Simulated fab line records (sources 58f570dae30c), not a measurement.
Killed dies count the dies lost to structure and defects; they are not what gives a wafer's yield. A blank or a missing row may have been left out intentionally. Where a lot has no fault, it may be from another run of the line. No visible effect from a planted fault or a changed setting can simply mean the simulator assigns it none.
Problem report, 8D (eight disciplines) form, completed by code | flow berkeley-cmos170 | the parts of the form that need people (team, actions taken, sign-off) are left out

## 1. THE PROBLEM
Mean of rf-fwd-power-W at UCB170_M1_METAL_ETCH_12: 524.1 W across 4 wafers in 3 lots; on wafers with no fault it is 597.2 W (standard deviation 2.1). Relative to the usual mean, that is a shift of -35 standard deviations.
The step: etches Al in Cl2/BCl3, stops on PSG, target depth 780 nm, time 130 s.
Seen first at day 12 11:52 on rie-metal-04, wafer L945.1. Wafers with a number at this step in the record: 21, from 7 lots. The rule behind "out" and "out of limits": a value lying over 4 standard deviations away from the usual mean. All remaining wafers that have a number are taken as sound.

## 2. WHAT IT IS AND WHAT IT IS NOT
question                    | is                             | is not
which readings at this step | rf-fwd-power-W                 | drypump-motor-current-A, throttle-valve-pct
which lots                  | L944, L945, L948               | L929, L933, L946, L951
which wafers of those lots  | L944.1, L944.6, L945.1, L948.6 | L944.5, L945.2, L945.5, L948.1, L948.5
read on which tools         | rie-metal-04                   | rie-metal-01, rie-metal-03
when                        | from day 12 11:52              | up to then (8 sound wafers); but 9 sound wafers of L944, L946, L948, L951 came after

## 3. SUSPECTS, AND WHAT RULES EACH OUT
Counting: a tool at a process step up to the reading stays a suspect if it ran every lot that is out. Sound lots after the first of them don't rule it out here, since some wafers of a struck lot are sound.
- rie-metal-04 at UCB170_M1_METAL_ETCH_12 (etches Al in Cl2/BCl3, stops on PSG, target depth 780 nm, time 130 s): kept. Ran every lot that is out, first one L945 (day 12 11:52); last sound lot up to then L933 (day 11 01:17). Its own rf-fwd-power-W readings are out on those wafers.
- Within rie-metal-04 at UCB170_M1_METAL_ETCH_12, the wafers that are out were processed in chamber 1 and their sound lot-mates in chamber 0.
The count leaves rie-metal-04 at UCB170_M1_METAL_ETCH_12.

## 4. THE CAUSE (what the simulator had put in)
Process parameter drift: rie-metal-04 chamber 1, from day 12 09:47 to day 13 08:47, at UCB170_M1_METAL_ETCH_12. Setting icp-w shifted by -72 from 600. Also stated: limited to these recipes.
After counting, this tool was the only one left.

## 5. THE EFFECT CHAIN, in route order
Each row: a reading whose mean over the struck wafers that have a number lies more than 3 standard deviations from the usual. Readings are gone through only where the record gives a usual standard deviation; hours: the median, over the lots, of the time from a lot's start at the first step in this table giving one to that lot's start at this step; sigmas: the change measured in usual standard deviations.
hours | step                    | reading        | usual   | on struck wafers | change | sigmas
0     | UCB170_M1_METAL_ETCH_12 | rf-fwd-power-W | 597.2 W | 524.1            | -73.1  | -35
Process steps it contains:
- UCB170_M1_METAL_ETCH_12: etches Al in Cl2/BCl3, stops on PSG, target depth 780 nm, time 130 s.

## 6. WHAT WOULD HAVE CAUGHT IT SOONER
In this record no reading fell out of limits until day 12 11:52, 2 hours after the fault had begun at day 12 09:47.
